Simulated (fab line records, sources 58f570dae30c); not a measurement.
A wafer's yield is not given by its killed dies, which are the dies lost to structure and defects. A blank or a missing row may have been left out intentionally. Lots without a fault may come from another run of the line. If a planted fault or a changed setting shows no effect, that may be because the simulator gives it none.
Which tool was responsible? -- flow berkeley cmos170 -- 39 wafers from 13 lots sampled at 4 of the route's 331 steps

== WHAT THE GAUGES READ, wafer by wafer ==
UCB170_PWELL_THK_MEAS_03. Usual: PWELL_OXIDE_THK gives 26.2 nm (standard deviation 0.5).
lot,measured,on,PWELL_OXIDE_THK (nm),flag
L403,day 3 01:21,film metro-02,26.6 26.8 26.7,
L404,day 3 15:54,film metro-04,26.1 26.6 26.4,
L409,day 5 01:56,film metro-04,25.5 26.0 25.2,
L410,day 5 01:58,film metro-01,26.4 26.7 26.5,
L415,day 6 06:22,film metro-02,26.2 26.2 26.3,
L418,day 6 11:52,film metro-01,25.9 25.9 26.1,
L417,day 6 11:53,film metro-02,25.9 26.1 26.0,
L419,day 6 18:49,film metro-02,25.8 25.5 25.6,
L421,day 6 18:49,film metro-04,25.5 26.0 25.0,
L423,day 7 01:55,film metro-04,26.1 25.9 25.9,
L424,day 7 14:04,film metro-01,26.0 26.4 26.5,
L425,day 7 14:04,film metro-04,26.3 26.2 26.1,
L426,day 7 22:28,film metro-04,26.9 26.8 27.0,

UCB170_M3_OVL_MEAS_16. Usual: M3_OVL gives 3 nm (standard deviation 5.8).
lot,measured,on,M3_OVL (nm),flag
L403,day 9 15:57,overlay-02,4 5 6,
L404,day 10 02:15,overlay-02,9 14 4,
L409,day 11 15:11,overlay-02,7 6 6,
L410,day 11 21:55,overlay-02,0 -4 -1,
L415,day 12 23:21,overlay-02,-7 -4 -9,
L418,day 12 22:10,overlay-02,-9 -4 -3,
L417,day 13 05:35,overlay-01,8 11 6,
L419,day 13 08:35,overlay-01,9 13 11,
L421,day 13 06:59,overlay-01,-5 -3 -2,
L423,day 13 10:40,overlay-01,-3 -4 0,
L424,day 14 00:57,overlay-02,6 8 7,
L425,day 14 06:13,overlay-01,7 6 6,
L426,day 14 10:13,overlay-01,-3 2 2,

== WHAT TOOL EACH LOT RAN ON (gives the tool, then ch and the chambers of the sampled wafers, and finally the start) ==
lot,UCB170_PWELL_STRIP_16,UCB170_FIELD_CLEAN_00
L403,"plasma asher-02 ch 1, day 3 20:34","wet bench-01 ch 2, day 5 21:54"
L404,"plasma asher-03 ch 0,1, day 4 04:18","wet bench-03 ch 1, day 6 06:40"
L409,"plasma asher-02 ch 0,1, day 5 14:58","wet bench-03 ch 0, day 7 05:08"
L410,"plasma asher-03 ch 0,1, day 5 15:43","wet bench-03 ch 1, day 7 04:51"
L415,"plasma asher-04 ch 0,1, day 6 16:24","wet bench-03 ch 3, day 8 04:15"
L418,"plasma asher-02 ch 0,1, day 6 21:18","wet bench-04 ch 0, day 8 04:29"
L417,"plasma asher-03 ch 0,1, day 6 21:10","wet bench-04 ch 1, day 8 04:25"
L419,"plasma asher-04 ch 0,1, day 7 05:22","wet bench-04 ch 1, day 8 17:35"
L421,"plasma asher-02 ch 0,1, day 7 05:13","wet bench-04 ch 3, day 8 18:08"
L423,"plasma asher-04 ch 0,1, day 7 13:02","wet bench-01 ch 3, day 9 04:30"
L424,"plasma asher-04 ch 0,1, day 7 22:40","wet bench-04 ch 0, day 9 16:59"
L425,"plasma asher-02 ch 0,1, day 7 22:54","wet bench-04 ch 0, day 10 02:20"
L426,"plasma asher-04 ch 0,1, day 8 08:30","wet bench-04 ch 1, day 10 07:54"
- UCB170_PWELL_STRIP_16: strips in O2.
- UCB170_FIELD_CLEAN_00: cleans in dHF, time 7.5 s.

== WHAT THE TOOLS THEMSELVES READ (means of the sampled wafers that have a number; where no wafer has one, the mark that the record gives instead) ==
UCB170_PWELL_STRIP_16. Usual: drypump motor current A 6.1 A, standard deviation 0.62; o2 flow sccm 399.9 sccm, standard deviation 1.3; oes product au 0.721 a.u., standard deviation 0.0049; strip time to endpoint s 18.07 s, standard deviation 0.098.
lot,tool,drypump motor current A (A),o2 flow sccm (sccm),oes product au (a.u.),strip time to endpoint s (s),flag
L403,plasma asher-02,5.3,400.3,0.726,18.06,
L404,plasma asher-03,6.5,400.5,0.723,18.08,
L409,plasma asher-02,6.2,402.6,0.719,18.10,
L410,plasma asher-03,6.5,399.7,0.716,18.07,
L415,plasma asher-04,5.8,399.8,0.721,18.03,
L418,plasma asher-02,5.7,399.7,0.724,18.18,
L417,plasma asher-03,6.3,399.8,0.721,18.02,
L419,plasma asher-04,5.8,400.0,0.723,18.04,
L421,plasma asher-02,5.7,401.1,0.718,18.10,
L423,plasma asher-04,5.8,399.0,0.722,18.15,
L424,plasma asher-04,5.8,401.9,0.727,18.06,
L425,plasma asher-02,5.7,398.9,0.724,18.16,
L426,plasma asher-04,5.8,400.3,0.719,18.08,

== THE ANSWER, worked out from the rows above alone ==
Rule: take the mean of a lot's wafers that have a number; if it is more than 3 standard deviations from the usual mean, the lot is off. Also off: a lot with no number at a reading for which 4 or more lots have one. All remaining lots with rows at the step are treated as sound. After the gauges, taken in route order, come the tools' own readings; for these a lot's mean is taken, as printed above. At the first step where some lot is off, the reading lying furthest off is the one used; lots without a number count as furthest.
No lot is off at any reading shown: from this, nothing can be told.

== WHAT THE SIMULATOR HAD PUT IN ==
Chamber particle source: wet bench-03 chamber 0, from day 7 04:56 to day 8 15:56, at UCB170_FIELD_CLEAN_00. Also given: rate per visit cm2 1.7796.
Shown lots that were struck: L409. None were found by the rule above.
